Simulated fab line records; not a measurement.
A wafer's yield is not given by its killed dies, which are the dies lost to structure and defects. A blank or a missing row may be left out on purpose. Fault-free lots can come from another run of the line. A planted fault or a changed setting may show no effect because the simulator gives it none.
Which tool was responsible? | flow berkeley cmos170 | 14 lots, 42 wafers sampled, at 5 steps of a route of 331

== WHAT EACH GAUGE READ, for each wafer ==
UCB170_PWELL_THK_MEAS_06.
lot  | measured    | on            | PWELL_NITRIDE_THK (nm)
L676 | day 4 05:10 | film metro-02 | 206.4 207.3 207.3
L677 | day 4 21:52 | film metro-02 | 203.7 204.7 204.4
L678 | day 4 21:53 | film metro-01 | 207.6 209.3 210.1
L680 | day 5 07:56 | film metro-01 | 210.0 210.0 209.5
L682 | day 5 07:57 | film metro-04 | 208.8 210.0 209.3
L681 | day 5 08:01 | film metro-02 | 207.1 206.2 209.5
L684 | day 6 04:50 | film metro-02 | 212.3 212.7 213.7
L686 | day 6 08:25 | film metro-04 | 208.4 207.6 210.0
L687 | day 6 08:25 | film metro-01 | 212.3 212.5 212.1
L688 | day 6 08:25 | film metro-02 | 209.5 207.9 207.1
L685 | day 6 08:28 | film metro-02 | 205.8 206.2 205.2
L689 | day 6 08:29 | film metro-04 | 210.9 210.1 208.7
L690 | day 6 19:47 | film metro-02 | 210.2 212.0 211.4
L693 | day 7 02:09 | film metro-04 | 209.8 209.9 209.3

UCB170_ACTIVE_THK_MEAS_06.
lot  | measured    | on            | ACTIVE_NITRIDE_THK (nm)
L676 | day 5 18:14 | film metro-03 | 217.6 217.9 216.4
L677 | day 6 05:32 | film metro-03 | 222.8 220.5 221.0
L678 | day 6 05:34 | film metro-02 | 219.0 219.5 219.8
L680 | day 6 13:59 | film metro-02 | 222.0 219.8 220.2
L682 | day 6 14:04 | film metro-01 | 221.0 222.6 222.1
L681 | day 6 14:04 | film metro-02 | 218.6 218.1 219.2
L684 | day 7 16:05 | film metro-02 | 221.5 221.3 222.5
L686 | day 7 16:08 | film metro-02 | 219.9 220.1 220.8
L687 | day 7 16:11 | film metro-01 | 218.7 218.0 220.0
L688 | day 7 16:07 | film metro-01 | 221.1 217.9 219.6
L685 | day 7 16:08 | film metro-03 | 219.5 219.8 220.9
L689 | day 7 18:10 | film metro-03 | 437.4 437.8 437.9
L690 | day 8 05:25 | film metro-03 | 221.6 221.5 223.6
L693 | day 8 15:08 | film metro-03 | 444.9 442.7 444.4

UCB170_PLDD_OVL_MEAS_07.
lot  | measured     | on         | PLDD_OVL (nm)
L676 | day 8 12:40  | overlay-02 | 9 2 6
L677 | day 8 16:33  | overlay-02 | -2 -10 -7
L678 | day 8 16:16  | overlay-01 | 1 2 5
L680 | day 9 10:46  | overlay-01 | -9 -2 -2
L682 | day 9 10:24  | overlay-02 | 8 -2 0
L681 | day 9 10:32  | overlay-01 | 9 -2 2
L684 | day 10 06:37 | overlay-02 | 0 -1 -1
L686 | day 10 06:05 | overlay-01 | -4 -7 -3
L687 | day 10 04:49 | overlay-02 | 1 -2 5
L688 | day 10 06:49 | overlay-01 | -7 -3 -5
L685 | day 10 06:22 | overlay-02 | 13 4 3
L690 | day 10 19:35 | overlay-01 | 1 2 3

== WHAT TOOL EACH LOT RAN ON (gives the tool, then ch and the chambers of the sampled wafers, and finally the start) ==
lot  | UCB170_ACTIVE_CVD_05                                      | UCB170_ACTIVE_ETCH_15
L676 | lpcvd-02 ch 1, day 5 16:19                                | rie diel-03 ch 0,1,3, day 5 20:24
L677 | lpcvd-02 ch 0, day 6 03:38                                | rie diel-02 ch 0,1, day 6 06:50
L678 | lpcvd-02 ch 1, day 6 03:38                                | rie diel-03 ch 0,1, day 6 06:36
L680 | lpcvd-01 ch 1, day 6 12:05                                | rie diel-02 ch 0,2, day 6 15:25
L682 | lpcvd-01 ch 1, day 6 12:05                                | rie diel-02 ch 0,1, day 6 16:05
L681 | lpcvd-01 ch 0, day 6 12:05                                | rie diel-04 ch 1,2, day 6 15:46
L684 | lpcvd-02 ch 0, day 7 14:09                                | rie diel-04 ch 0,2,3, day 7 17:59
L686 | lpcvd-02 ch 1, day 7 14:09                                | rie diel-02 ch 1,3, day 7 18:36
L687 | lpcvd-02 ch 1, day 7 14:09                                | rie diel-04 ch 0,2,3, day 7 18:46
L688 | lpcvd-02 ch 1, day 7 14:09                                | rie diel-02 ch 1,2,3, day 7 18:16
L685 | lpcvd-02 ch 1, day 7 14:09                                | rie diel-03 ch 0,2,3, day 7 18:32
L689 | lpcvd-02 ch 1, day 7 14:09 and lpcvd-01 ch 1, day 7 16:14 | rie diel-03 ch 0,1,2, day 7 20:18
L690 | lpcvd-01 ch 0, day 8 03:30                                | rie diel-03 ch 0,2,3, day 8 07:23
L693 | lpcvd-01 ch 0, day 8 09:45 and lpcvd-02 ch 0, day 8 13:11 | rie diel-03 ch 1,3, day 8 16:42
- UCB170_ACTIVE_CVD_05: deposits Si3N4 from SiH2Cl2/NH3, target thk 220 nm, time 3300 s.
- UCB170_ACTIVE_ETCH_15: etches Si3N4 in CH3F/Ar/O2, stops on SiO2, target depth 242 nm, time 151 s.

== WHAT THE TOOLS THEMSELVES READ (means of the sampled wafers that have a number; where no wafer has one, the mark that the record gives instead) ==
UCB170_ACTIVE_CVD_05.
lot  | tool              | spike tc load C (C)
L676 | lpcvd-02          | 828.7
L677 | lpcvd-02          | 823.4
L678 | lpcvd-02          | 829.6
L680 | lpcvd-01          | 825.5
L682 | lpcvd-01          | 826.0
L681 | lpcvd-01          | 822.2
L684 | lpcvd-02          | 823.6
L686 | lpcvd-02          | 829.6
L687 | lpcvd-02          | 830.0
L688 | lpcvd-02          | 828.3
L685 | lpcvd-02          | 829.3
L689 | lpcvd-02/lpcvd-01 | 827.1
L690 | lpcvd-01          | 822.4
L693 | lpcvd-01/lpcvd-02 | 822.6

UCB170_ACTIVE_ETCH_15.
lot  | tool        | chamber pressure mTorr (mTorr) | drypump motor current A (A) | oes product au (a.u.) | throttle valve pct (%)
L676 | rie diel-03 | 50.02                          | 6.2                         | 0.939                 | 8.13
L677 | rie diel-02 | 50.01                          | 5.5                         | 0.940                 | 8.01
L678 | rie diel-03 | 50.01                          | 6.1                         | 0.950                 | 8.06
L680 | rie diel-02 | 50.01                          | 5.0                         | 0.954                 | 7.98
L682 | rie diel-02 | 49.97                          | 5.1                         | 0.961                 | 7.93
L681 | rie diel-04 | 49.95                          | 5.7                         | 0.930                 | 8.00
L684 | rie diel-04 | 50.02                          | 5.8                         | 0.950                 | 8.03
L686 | rie diel-02 | 50.00                          | 5.9                         | 0.935                 | 8.01
L687 | rie diel-04 | 50.01                          | 5.8                         | 0.941                 | 8.04
L688 | rie diel-02 | 50.02                          | 5.7                         | 0.934                 | 8.05
L685 | rie diel-03 | 50.05                          | 5.7                         | 0.943                 | 8.11
L689 | rie diel-03 | 50.01                          | 5.6                         | 1.015                 | 8.04
L690 | rie diel-03 | 50.01                          | 5.7                         | 0.950                 | 8.11
L693 | rie diel-03 | 50.05                          | 6.5                         | 1.013                 | 8.12

== THE ANSWER, worked out from the rows above alone ==
Rule: the usual values come from the lots themselves. The widest of any qualifying gaps counts: lots, ordered by their means at a reading, are off when they make up no more than a third of the lots, leave a main group of 4 or more, and stand apart from it by 3 or more times the standard deviation of that group's means. Not used: any main group whose means are identical at the precision the tables above print for the reading. A lot without any number at a reading at which 4 lots or more have one is off too. Any other lot the step has rows for is counted as sound. The gauges are gone through in route order, then the tools' own readings, and for those a lot's mean is taken as printed above. At the first step where some lot is off, the reading lying furthest off is the one used; lots without a number count as furthest.
Off: L689, L693, at UCB170_ACTIVE_THK_MEAS_06 (ACTIVE_NITRIDE_THK). The main group has a mean of 220.2 nm with a standard deviation of 1.4.
If a tool, at a process step before that reading, ran all the lots that are off and no sound lot after the first of them, it fits. The gauges at UCB170_ACTIVE_THK_MEAS_06 aren't tried: what is off there is off at UCB170_ACTIVE_ETCH_15 too, on other tools, and a gauge's error can't cause that. One candidate fits, namely lpcvd-02 at UCB170_ACTIVE_CVD_05. Its last sound lot is L684 (day 7 14:09), its first lot that is off L689 (day 7 14:09): a fault that began between those two fits.

== WHAT WAS PUT IN BY THE SIMULATOR ==
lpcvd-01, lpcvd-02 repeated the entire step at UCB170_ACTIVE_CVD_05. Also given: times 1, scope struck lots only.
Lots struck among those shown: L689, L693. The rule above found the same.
